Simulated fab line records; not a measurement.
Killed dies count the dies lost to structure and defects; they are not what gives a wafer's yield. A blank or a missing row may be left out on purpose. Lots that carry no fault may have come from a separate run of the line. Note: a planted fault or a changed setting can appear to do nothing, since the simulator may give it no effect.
fab line records	flow ritCmos
[record] lots = 15	wafers = 45	lastDay = 7
route steps=202 shown CONTACT@180
lots that met no fault: from a run of the same line without faults
startH: the number of hours between the record's first day and the start of the first shown wafer of the lot	waitH: hours from the lot's prior step to this one	" the same as in the row above	L1.1+2: one row covering several wafers at once	- no value, or no start given	* or withheld: withheld	< > ~ a bound
route shown NAME@n: names a module that has steps shown in the file, with the first one's number in the route	usual: mean/standard deviation of fault-free wafers	same: alike in all rows	chamber/n: place in a boat	sites: per-site readings	_std_site: standard deviation across them	_edge_site: mean of outer sites minus mean of inner sites	radiusMm: for every site, how far away it sits from the centre of the wafer	mask NAME#n: copy n	behind: the last tool/chamber to shape the wafer	hold: what put the lot on hold/how long, in hours/how the hold closed	device: the n, p or np transistor that did not switch	end of line: tests of these same wafers at the route's end	where a step has no rows: the recipe by itself	killed: dies that structure and defects cost at the first sort, which is not the same as the wafer's yield	map: per-die view of a wafer (x killed, . not killed, _ where there is no die)
set.NAME: the setting that was run; set.NAME@STEP: the one run at that earlier step	model.NAME: the simulator's own value behind a step, which no gauge read
a sample of lots followed through the steps of the route, with each step as a table and each wafer as a row
services: from which hour (startH, from the record's first day; less than 0 if before it) a tool's chamber was out of use, for how many hours, and why
[[steps]]
[step RIT_CONTACT_STRIP_12]
[recipe] chemistry = O2	timeS = 180	resist = NOVOLAK	platenTempC = withheld	powerW = 500	pressureMtorr = 4000	o2FlowSccm = 4000
[usual] drypumpMotorCurrentA = 5.4/0.48	runLengthS = 208.3/0.31
lot.wafer	tool	chamber	startH	waitH	drypumpMotorCurrentA	rfHoursCounterH	runLengthS
L363.4	plasmaAsher-04	0	64.48	0.2	4.8	-	208.6
L363.5	"	1	"	"	5.2	-	208.7
L363.6	"	0	"	"	4.8	-	208.3
L364.3	plasmaAsher-04	0	67.79	0.2	4.8	-	208.5
L364.5	"	0	"	"	4.8	-	208.6
L364.6	"	1	"	"	5.2	-	208.5
L365.2	plasmaAsher-03	1	73.91	0.1	5.4	48	208.2
L365.4	"	0	"	"	5.8	-	208.7
L365.5	"	1	"	"	5.5	-	208.0
L366.1	plasmaAsher-03	1	78.44	0.1	5.4	48	208.2
L366.2	"	0	"	"	5.8	48	207.9
L366.4	"	0	"	"	5.8	-	207.9
L367.1	plasmaAsher-04	1	83.36	0.1	5.2	51	209.1
L367.2	"	0	"	"	4.8	51	208.4
L367.4	"	0	"	"	4.8	-	208.5
L368.3	plasmaAsher-03	1	89.74	0.2	5.5	-	253.8
L368.5	"	0	"	"	5.8	-	253.5
L368.6	"	1	"	"	5.4	-	253.9
L370.2	plasmaAsher-03	1	100.50	0.1	5.4	51	253.6
L370.4	"	1	"	"	5.4	-	253.7
L370.6	"	0	"	"	5.8	-	253.7
L371.2	plasmaAsher-03	0	104.02	0.1	5.8	51	253.8
L371.5	"	0	"	"	5.8	-	253.8
L371.6	"	1	"	"	5.4	-	253.6
L379.2	plasmaAsher-02	0	139.91	0.1	6.5	32	208.5
L379.5	"	0	"	"	6.5	-	208.8
L379.6	"	1	"	"	5.0	-	208.0
L380.3	plasmaAsher-04	0	148.11	0.2	4.8	-	208.3
L380.4	"	1	"	"	5.2	-	208.7
L380.6	"	0	"	"	4.8	-	208.5
L381.1	plasmaAsher-04	0	150.25	0.1	4.8	59	208.3
L381.2	"	1	"	"	5.1	59	208.4
L381.6	"	1	"	"	5.2	-	209.1
L382.2	plasmaAsher-04	0	153.86	0.1	4.8	59	208.4
L382.4	"	0	"	"	4.8	-	208.5
L382.5	"	0	"	"	4.8	-	208.4
L383.2	plasmaAsher-04	1	161.13	0.1	5.2	61	208.9
L383.5	"	1	"	"	5.2	-	208.4
L383.6	"	0	"	"	4.8	-	208.4
L384.1	plasmaAsher-03	1	165.17	0.1	5.5	56	208.2
L384.3	"	0	"	"	5.8	-	208.6
L384.6	"	1	"	"	5.4	-	208.5
L385.2	plasmaAsher-03	1	172.36	0.1	5.4	56	208.0
L385.5	"	1	"	"	5.4	-	208.4
L385.6	"	0	"	"	5.8	-	207.9
[[services]]
tool	chamber	startH	hours	kind
plasmaAsher-03	-	141.43	21.2	repair
plasmaAsher-02	-	157.25	4.0	repair
[[key]]
[firstSign] step = RIT_CONTACT_STRIP_12	reading = runLengthS	direction = up	sigmas = 99+	usual = *	struck = *
effect none on later readings
metAt RIT_CONTACT_STRIP_12
struckLots L368,L370,L371
testerLeftOut L368,L370,L371
onsetBetween 78.44 89.74
[fault] kind = processParameterDrift	tool = plasmaAsher-03	chamber = -	onsetH = 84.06	steps = RIT_CONTACT_STRIP_12	channel = timeS	offset = *	shape = step	endH = 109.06	actsIn = *	stated = *
// testerLeftOut: of these lots the tester's yield and bins aren't shown, on N5 and GAA mostly nor the transistor test; their killed dies are dies lost to structure and defects alone, not to doping, threshold or leakage, so they don't give the yield
